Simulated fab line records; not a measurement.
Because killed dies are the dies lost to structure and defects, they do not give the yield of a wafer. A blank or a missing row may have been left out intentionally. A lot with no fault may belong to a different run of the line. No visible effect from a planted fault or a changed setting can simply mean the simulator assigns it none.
Comparing a struck lot with a sound one | flow rit-cmos | 43 out of 202 route steps
Sound: these wafers, L220.1, L220.5, L220.6. Struck: wafers L238.2, L238.4, L238.5. The cause is named last.
Order at every step that has rows: each side's tool, ch and its chambers, its first start. Under that, the readings that differ: sound wafers | struck wafers | difference of the means | sigmas: that difference in standard deviations of wafers without a fault.
alike: same words and numbers on both sides, and readings whose means sit less than 2 such deviations apart. not compared: any withheld reading, any reading some wafer has no value for, any bound like >300 that may hide the same value, and any number with overlapping values for which the record gives no deviation.
A row with sigmas, a row that says differs or no value, or rows on one side alone: a step with any of these is where the two part. Numbers that have no deviation but don't overlap get no sigmas and don't part them. Lack of a reading on every wafer of one side parts them only where that side has two or more wafers.

first, 1 step without rows for these wafers: RIT_ACTIVE_DEVELOP_10 (develop time 50 s).
RIT_ACTIVE_CD_MEAS_11: the cd target is 1400 nm.
  sound on cd-sem-01, day 1 23:22; struck on cd-sem-01, day 5 14:23
  alike: cd-nm
then, 1 step without rows for these wafers: RIT_ACTIVE_HARDBAKE_12 (time 60 s).
RIT_ACTIVE_ETCH_13: etches Si3N4 in SF6, stops on SiO2, time 210 s, target depth 210 nm.
  sound on rie-diel-04 ch 1,2,3, day 1 23:38; struck on rie-diel-01 ch 0,1,3, day 5 14:38
  alike: drypump-motor-current-A, oes-product-au, throttle-valve-pct
  not compared: rf-hours-counter-h
RIT_ACTIVE_STRIP_14: strips in O2, time 180 s.
  sound on plasma-asher-01 ch 0,1, day 1 23:46; struck on plasma-asher-03 ch 1, day 5 14:46
  alike: drypump-motor-current-A, o2-flow-sccm, rf-refl-power-W
  not compared: rf-hours-counter-h
RIT_ACTIVE_CD_MEAS_90: the cd target is 1400 nm.
  sound on cd-sem-02, day 1 23:56; struck on cd-sem-02, day 5 14:58
  alike: cd-nm
then, 4 steps without rows for these wafers: RIT_ACTIVE_CLEAN_15 (cleans in SC1, time 600 s); RIT_ACTIVE_CLEAN_16 (cleans in dHF, time 30 s); RIT_ACTIVE_CLEAN_17 (cleans in SC2, time 600 s); RIT_FOX1_OXIDATION_00 (target thk 350.7 nm, ox time 1130 s).
RIT_FOX1_THK_MEAS_01:
  sound on film-metro-01, day 2 02:44; struck on film-metro-04, day 5 22:17
  alike: FOX1_OXIDE_THK
then, 1 step without rows for these wafers: RIT_FOX1_WET_ETCH_02 (etches SiO2 in BOE, target depth 350 nm, time 390 s).
RIT_FOX2_OXIDATION_00: target thk 350.7 nm, ox time 1158 s.
  sound on furnace-01 ch 0, day 2 02:59; struck on furnace-03 ch 0, day 6 00:37
  alike: ox-temp-c-max
RIT_FOX2_THK_MEAS_01:
  sound on film-metro-01, day 2 04:18; struck on film-metro-04, day 6 01:56
  reading             | sound       | struck      | difference | sigmas
  FOX2_OXIDE_THK (nm) | 347 348 344 | 367 360 365 | +18        | +2
then, 2 steps without rows for these wafers: RIT_FOX2_CLEAN_02 (cleans in dHF, time 180 s); RIT_FOX2_WET_ETCH_03 (etches Si3N4 in H3PO4, target depth 195 nm, time 2700 s).
RIT_FOX2_THK_MEAS_90:
  sound on film-metro-03, day 2 05:11; struck on film-metro-01, day 6 02:53
  reading                     | sound       | struck      | difference | sigmas
  FIELD_OXIDE_LEFT_1_THK (nm) | 320 321 316 | 339 332 338 | +17        | +2
then, 6 steps without rows for these wafers: RIT_NWELL_HMDS_00 (prime time 60 s); RIT_NWELL_COAT_01 (resist thk 1300 nm); RIT_NWELL_SOFTBAKE_02 (time 60 s); RIT_NWELL_EXPOSE_03 (exposes mask M2, target cd 43900 nm); RIT_NWELL_PEB_04; RIT_NWELL_DEVELOP_05 (develop time 68 s).
RIT_NWELL_OVL_MEAS_06:
  sound on overlay-02, day 2 06:07; struck on overlay-01, day 6 03:59
  alike: NWELL_OVL
then, 2 steps without rows for these wafers: RIT_NWELL_HARDBAKE_07 (time 120 s); RIT_NWELL_IMPLANT_08.
RIT_NWELL_STRIP_09: strips in O2, time 180 s.
  sound on plasma-asher-03 ch 0,1, day 2 06:34; struck on plasma-asher-04 ch 0,1, day 6 04:25
  reading             | sound       | struck      | difference | sigmas
  rf-refl-power-W (W) | 9.2 9.6 8.4 | 5.2 5.5 5.0 | -3.8       | -2
  alike: drypump-motor-current-A, o2-flow-sccm
  not compared: rf-hours-counter-h
RIT_NWELL_TW_MEAS_10:
  sound on film-metro-03, day 2 06:44; struck on film-metro-03, day 6 04:36
  alike: NWELL_TW
then, 6 steps without rows for these wafers: RIT_PWELL_HMDS_00 (prime time 60 s); RIT_PWELL_COAT_01 (resist thk 1300 nm); RIT_PWELL_SOFTBAKE_02 (time 60 s); RIT_PWELL_EXPOSE_03 (exposes mask M3, target cd 43700 nm); RIT_PWELL_PEB_04; RIT_PWELL_DEVELOP_05 (develop time 68 s).
RIT_PWELL_OVL_MEAS_06:
  sound on overlay-01, day 2 07:46; struck on overlay-02, day 6 05:40
  alike: PWELL_OVL
then, 2 steps without rows for these wafers: RIT_PWELL_HARDBAKE_07 (time 120 s); RIT_PWELL_IMPLANT_08.
RIT_PWELL_STRIP_09: strips in O2, time 180 s.
  sound on plasma-asher-01 ch 0,1, day 2 08:12; struck on plasma-asher-02 ch 0,1, day 6 06:11
  alike: drypump-motor-current-A, o2-flow-sccm, rf-refl-power-W
  not compared: rf-hours-counter-h
RIT_PWELL_TW_MEAS_10:
  sound on film-metro-04, day 2 08:23; struck on film-metro-04, day 6 06:22
  alike: PWELL_TW
then, 1 step without rows for these wafers: RIT_WELLDRIVE_ANNEAL_00 (time 14700 s).
RIT_WELLDRIVE_RS_MEAS_01: a four-point-probe measurement.
  sound on film-metro-04, day 2 14:25; struck on film-metro-02, day 6 11:52
  alike: NWELL_RS
RIT_WELLDRIVE_RS_MEAS_02: a four-point-probe measurement.
  sound on film-metro-04, day 2 14:32; struck on film-metro-02, day 6 11:59
  alike: PWELL_RS
RIT_M1_PROBE_99:
  sound on prober-01, day 3 22:23; struck on prober-01, day 8 03:28
  reading             | sound | struck   | difference | sigmas
  killed-at-front-end | 3 4 6 | 74 74 70 | +68        | +23
  killed-dies         | 3 4 6 | 74 74 70 | +68        | +23
  killed-on-rim       | 0 1 1 | 20 17 19 | +18        | +15
  alike: killed-at-contacts, killed-open, killed-short

== WHERE THEY PART ==
First at RIT_FOX2_THK_MEAS_01; last, within this record, at RIT_M1_PROBE_99.

WHY: whatever the simulator had introduced
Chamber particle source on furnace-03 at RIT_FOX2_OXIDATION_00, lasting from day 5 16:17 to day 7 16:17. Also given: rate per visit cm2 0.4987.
